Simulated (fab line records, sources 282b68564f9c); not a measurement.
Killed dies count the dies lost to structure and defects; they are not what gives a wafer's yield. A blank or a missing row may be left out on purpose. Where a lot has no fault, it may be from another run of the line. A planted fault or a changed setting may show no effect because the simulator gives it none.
A lot that was struck, set against a sound lot ; flow rit_cmos ; 15 out of 202 route steps
Sound: wafers L507.1, L507.3, L507.5. Wafers struck: L514.3, L514.5, L514.6. At the end, the cause is stated.
For every step that has rows: the tool of each side, followed by ch and its chambers, followed by its first start. Under that, the readings that differ: sound wafers ; struck wafers ; difference of the means ; sigmas: that difference in standard deviations of wafers without a fault.
alike: readings with means less than 2 such deviations apart, plus words and numbers identical on both sides. not compared: withheld readings, readings lacking a value on some wafer, bounds such as >300 that could conceal the same value, and numbers that have no deviation in the record and whose values overlap.
Wherever a step has rows on one side only, a row that says differs or no value, or a row with sigmas, the two part there. Numbers that don't overlap but have no deviation are shown without sigmas and don't part them. A reading missing from all wafers of one side parts the sides only when that side holds two or more wafers.

first, 3 steps without rows for these wafers: RIT_ACTIVE_CLEAN_16 (cleans in dHF, time 30 s); RIT_ACTIVE_CLEAN_17 (cleans in SC2, time 600 s); RIT_FOX1_OXIDATION_00 (target thk 350.7 nm, ox time 1130 s).
RIT_FOX1_THK_MEAS_01:
  struck on film_metro-02, day 3 19:27; sound on film_metro-02, day 2 04:44
  alike: FOX1_OXIDE_THK
then, 2 steps without rows for these wafers: RIT_FOX1_WET_ETCH_02 (etches SiO2 in BOE, target depth 350 nm, time 390 s); RIT_FOX2_OXIDATION_00 (target thk 350.7 nm, ox time 1130 s).
RIT_FOX2_THK_MEAS_01:
  struck on film_metro-03, day 3 20:56; sound on film_metro-03, day 2 07:08
  alike: FOX2_OXIDE_THK
then, 2 steps without rows for these wafers: RIT_FOX2_CLEAN_02 (cleans in dHF, time 180 s); RIT_FOX2_WET_ETCH_03 (etches Si3N4 in H3PO4, target depth 195 nm, time 2700 s).
RIT_FOX2_THK_MEAS_90:
  struck on film_metro-02, day 3 21:49; sound on film_metro-03, day 2 08:00
  alike: FIELD_OXIDE_LEFT_1_THK
then, 2 steps without rows for these wafers: RIT_NWELL_HMDS_00 (prime time 60 s); RIT_NWELL_COAT_01 (resist thk 1300 nm).
RIT_NWELL_SOFTBAKE_02: time 60 s.
  sound on litho_track-01 ch 0, day 2 08:22; struck on litho_track-01 ch 0, day 3 22:13
reading;sound;struck;difference;sigmas
heater_power_total_W (W);34.57 34.60 34.52;34.91 34.88 34.95;+0.35;+6
plate_temp_C (C);89.94 90.05 89.92;90.50 90.57 90.51;+0.56;+5
then, 1 step without rows for these wafers: RIT_NWELL_EXPOSE_03 (exposes mask M2, target cd 43900 nm).
-- the record jumps here: 2 days lie between the struck wafers' starts before and after (it left off in module NWELL and takes up again in module M1, whose first step shown is number 202 of the route) --
RIT_M1_PROBE_99:
  struck on prober-02, day 5 23:04; sound on prober-01, day 4 03:01
  alike: killed_at_contacts, killed_at_front_end, killed_dies, killed_open, killed_short

WHERE THEY PART
Only at RIT_NWELL_SOFTBAKE_02, as far as this record shows. Later steps at which nothing parts them and some readings are alike: RIT_M1_PROBE_99.

WHY: what had been put in by the simulator
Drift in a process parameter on litho_track-01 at RIT_NWELL_SOFTBAKE_02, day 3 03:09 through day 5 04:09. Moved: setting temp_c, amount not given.
